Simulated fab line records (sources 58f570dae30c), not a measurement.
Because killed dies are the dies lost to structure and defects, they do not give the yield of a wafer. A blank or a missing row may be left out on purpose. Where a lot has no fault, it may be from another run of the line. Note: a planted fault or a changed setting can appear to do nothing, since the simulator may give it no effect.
Lot-split experiment    flow berkeley-cmos170    5 lots, 23 wafers read, on a route of 331 steps

== ON THE SPLIT ==
At UCB170_M2_METAL_ETCH_18 (etches Al in Cl2/BCl3, stops on SiO2, target depth 1170 nm, time 195 s), the setting over-etch-frac was moved away from the recipe's 0.3 on 10 of the 23 wafers read, by -21.3% to -10.3%. This setting was run at the recipe's value on the other wafers.

There is no step in the file separating the split from the reading.

== THE READING ==
oes-product-au, in a.u., at UCB170_M2_STRIP_19 (strips in O2). Fault-free wafers of this fab line usually give 0.548 a.u., standard deviation 0.0095 a.u.

wafer   tool, chamber at the split  over-etch-frac as run  against the recipe  oes-product-au, a.u.  against lot-mates on the recipe
L076.2  rie-metal-01, 1             0.2691                 -10.3%              0.571                 +0.023
L076.3  rie-metal-01, 0             0.3                    recipe              0.549                 -
L076.4  rie-metal-01, 1             0.3                    recipe              0.546                 -
L076.5  rie-metal-01, 0             0.2691                 -10.3%              0.556                 +0.008
L076.6  rie-metal-01, 1             0.2691                 -10.3%              0.567                 +0.019
L079.2  rie-metal-04, 1             0.3                    recipe              0.548                 -
L079.3  rie-metal-04, 1             0.3                    recipe              0.542                 -
L079.4  rie-metal-04, 0             0.2432                 -18.9%              0.585                 +0.040
L079.5  rie-metal-04, 0             0.2432                 -18.9%              0.583                 +0.038
L079.6  rie-metal-04, 1             0.2432                 -18.9%              0.573                 +0.028
L082.1  rie-metal-01, 1             0.2362                 -21.3%              0.583                 +0.048
L082.3  rie-metal-01, 1             0.2362                 -21.3%              0.597                 +0.062
L082.4  rie-metal-01, 0             0.3                    recipe              0.534                 -
L082.5  rie-metal-01, 0             0.3                    recipe              0.533                 -
L082.6  rie-metal-01, 1             0.3                    recipe              0.539                 -
L085.2  rie-metal-03, 0             0.3                    recipe              0.548                 -
L085.3  rie-metal-03, 1             0.3                    recipe              0.554                 -
L085.4  rie-metal-03, 0             0.3                    recipe              0.553                 -
L083.1  rie-metal-01, 0             0.2688                 -10.4%              0.552                 +0.012
L083.2  rie-metal-01, 1             0.3                    recipe              0.554                 -
L083.3  rie-metal-01, 1             0.2688                 -10.4%              0.569                 +0.029
L083.4  rie-metal-01, 0             0.3                    recipe              0.524                 -
L083.5  rie-metal-01, 0             0.3                    recipe              0.542                 -

FIT RESULTS
A straight line over all 23 wafers: oes-product-au changes by -0.00203 a.u. for each +1% of over-etch-frac; r = -0.90; the points scatter about the line by 0.0085 a.u.
The same after taking each lot's own level away (the mean of its wafers on the recipe; 23 wafers): -0.00215 a.u. for each +1%; r = -0.92; scatter 0.0078 a.u.
According to that fit, moving over-etch-frac by its largest amount changes the reading by 0.046 a.u.
Measured against the standard deviation above, the lots' own levels, which go from 0.5353 to 0.5517 a.u., span 1.7 times it.
Consequently the slope shifts little with the lot-to-lot level, the two slopes agreeing.
Check: for one of the wafers moved furthest among these (-21.3%), held out of the fit, the line's prediction against its lot-mates is +0.0443 a.u. Against them it came out at +0.0477 a.u.

== ADDITIONAL SPLITS CARRIED BY THESE WAFERS ==
Before the reading, these wafers also passed through other splits. Each is held against what the fit with the lots' levels taken away leaves over:
other split on the same wafers      wafers away from the commonest value  r with oes-product-au (lot level and that fit taken away)
UCB170_SILICIDE_SPUTTER_01 power-w  7                                     -0.33
UCB170_CONTACT_EXPOSE_12 dose-mj    6                                     -0.29
UCB170_M1_PEB_07 peb-temp-c         4                                     +0.23
UCB170_V1_PEB_10 peb-temp-c         10                                    +0.14

== THE WHOLE CHAIN: every reading that the file lists as answering this split, in the file's order ==
step                     what it does                                                            reading                                                                    change (the file's fit)                    r (the file's)
UCB170_M2_METAL_ETCH_18  etches Al in Cl2/BCl3, stops on SiO2, target depth 1170 nm, time 195 s  KrF_of_M2_COAT_10.thk-nm (the simulator's own value, which no gauge read)  -1.86 nm for each +1% of the setting       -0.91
UCB170_M2_STRIP_19       strips in O2                                                            oes-product-au                                                             -0.00216 a.u. for each +1% of the setting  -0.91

== FILE'S OWN FIT ==
oes-product-au changes by -0.00216 a.u. for each +1% of over-etch-frac, r = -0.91.
